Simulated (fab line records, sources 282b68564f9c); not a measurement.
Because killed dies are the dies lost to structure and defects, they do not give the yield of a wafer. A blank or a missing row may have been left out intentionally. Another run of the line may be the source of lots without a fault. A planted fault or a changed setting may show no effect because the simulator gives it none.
Comparing a struck lot with a sound one || flow rit cmos || 19 steps out of a route of 202
Sound: wafers L461.4, L461.5, L461.6. Wafers struck: L470.1, L470.4. At the end, the cause is stated.
For every step that has rows: the tool of each side, followed by ch and its chambers, followed by its first start. Under that, the readings that differ: sound wafers || struck wafers || difference of the means || sigmas: that difference in standard deviations of wafers without a fault.
alike: words and numbers the same on both sides, and readings whose means are apart by under 2 such deviations; not compared: readings that were withheld, readings missing a value for some wafer, numbers with overlapping values and no deviation given by the record, and bounds like >300 which may hide the same value.
The two part at a step that has a row with sigmas, a row that says differs or no value, or rows on one side only. Numbers that don't overlap but have no deviation are shown without sigmas and don't part them. A reading missing from all wafers of one side parts the sides only when that side holds two or more wafers.

RIT_M1_SPUTTER_00: material Al, target thk 400 nm, time 500 s.
  struck on pvd sputter-01, day 7 07:24; sound on pvd sputter-02, day 5 09:37
  alike: throttle valve pct
RIT_M1_RS_MEAS_01: uses a four-point probe to measure.
  struck on film metro-02, day 7 07:42; sound on film metro-02, day 5 09:58
  alike: M1_AL_RS
RIT_M1_THK_MEAS_02: measures by xrf.
  struck on film metro-02, day 7 07:49; sound on film metro-02, day 5 10:03
  alike: M1_AL_THK
then, 6 steps without rows for these wafers: RIT_M1_HMDS_03 (prime time 60 s); RIT_M1_COAT_04 (resist thk 1300 nm); RIT_M1_SOFTBAKE_05 (time 60 s); RIT_M1_EXPOSE_06 (exposes mask M12, target cd 2600 nm); RIT_M1_PEB_07; RIT_M1_DEVELOP_08 (develop time 65.48 s).
RIT_M1_CD_MEAS_09: the cd target is 2600 nm.
  struck on cd sem-01, day 7 08:53; sound on cd sem-01, day 5 11:01
  alike: cd nm
RIT_M1_OVL_MEAS_10:
  struck on overlay-01, day 7 09:00; sound on overlay-01, day 5 11:06
  alike: M1_OVL
then, 1 step without rows for these wafers: RIT_M1_HARDBAKE_11 (time 120 s).
RIT_M1_METAL_ETCH_12: etches Al in Cl2/BCl3, stops on SiO2, time 165 s, target depth 600 nm.
  sound on rie metal-04 ch 0,1, day 5 11:26; struck on rie metal-04 ch 0, day 7 09:17
{"reading": "mfc cl2 sccm (sccm)", "sound": "60.10 60.40 60.00", "struck": "59.75 59.42", "difference": -0.58, "sigmas": -3}
  alike: drypump motor current A, oes product au, rf fwd power W, throttle valve pct
  not compared: rf hours counter h
then, 1 step without rows for these wafers: RIT_M1_STRIP_13 (strips in nmp, time 600 s).
RIT_M1_STRIP_14: strips in O2, time 180 s.
  sound on plasma asher-04 ch 0,1, day 5 11:47; struck on plasma asher-02 ch 0, day 7 09:38
{"reading": "rf refl power W (W)", "sound": "8.7 8.5 10.1", "struck": "5.6 5.7", "difference": -3.4, "sigmas": -3}
  alike: drypump motor current A, o2 flow sccm
  not compared: rf hours counter h
RIT_M1_CD_MEAS_90: the cd target is 2600 nm.
  struck on cd sem-02, day 7 09:48; sound on cd sem-01, day 5 11:58
  alike: cd nm
then, 1 step without rows for these wafers: RIT_M1_ANNEAL_15 (time 1800 s).
RIT_M1_BOW_MEAS_16:
  struck on film metro-02, day 7 11:25; sound on film metro-02, day 5 13:35
  alike: M1_BOW
RIT_M1_PROBE_99:
  struck on prober-02, day 7 11:32; sound on prober-01, day 5 13:47
{"reading": "killed_at_M0_to_M3", "sound": "0 0 0", "struck": "3 0", "difference": "+2", "sigmas": "+18"}
{"reading": "model.etest.contact to gate.bv right v (V)", "sound": "89.38 92.09 93.29", "struck": "168.6 166.6", "difference": "+76.0", "sigmas": ""}
{"reading": "model.etest.contact to gate.bv left v (V)", "sound": "90.5 92.26 92.72", "struck": "18.7 16.34", "difference": -74.3, "sigmas": ""}
  alike: killed at front end, killed dies, killed open, killed short

== WHERE THEY PART ==
First at RIT_M1_METAL_ETCH_12; last, within this record, at RIT_M1_PROBE_99.

WHY: what had been put in by the simulator
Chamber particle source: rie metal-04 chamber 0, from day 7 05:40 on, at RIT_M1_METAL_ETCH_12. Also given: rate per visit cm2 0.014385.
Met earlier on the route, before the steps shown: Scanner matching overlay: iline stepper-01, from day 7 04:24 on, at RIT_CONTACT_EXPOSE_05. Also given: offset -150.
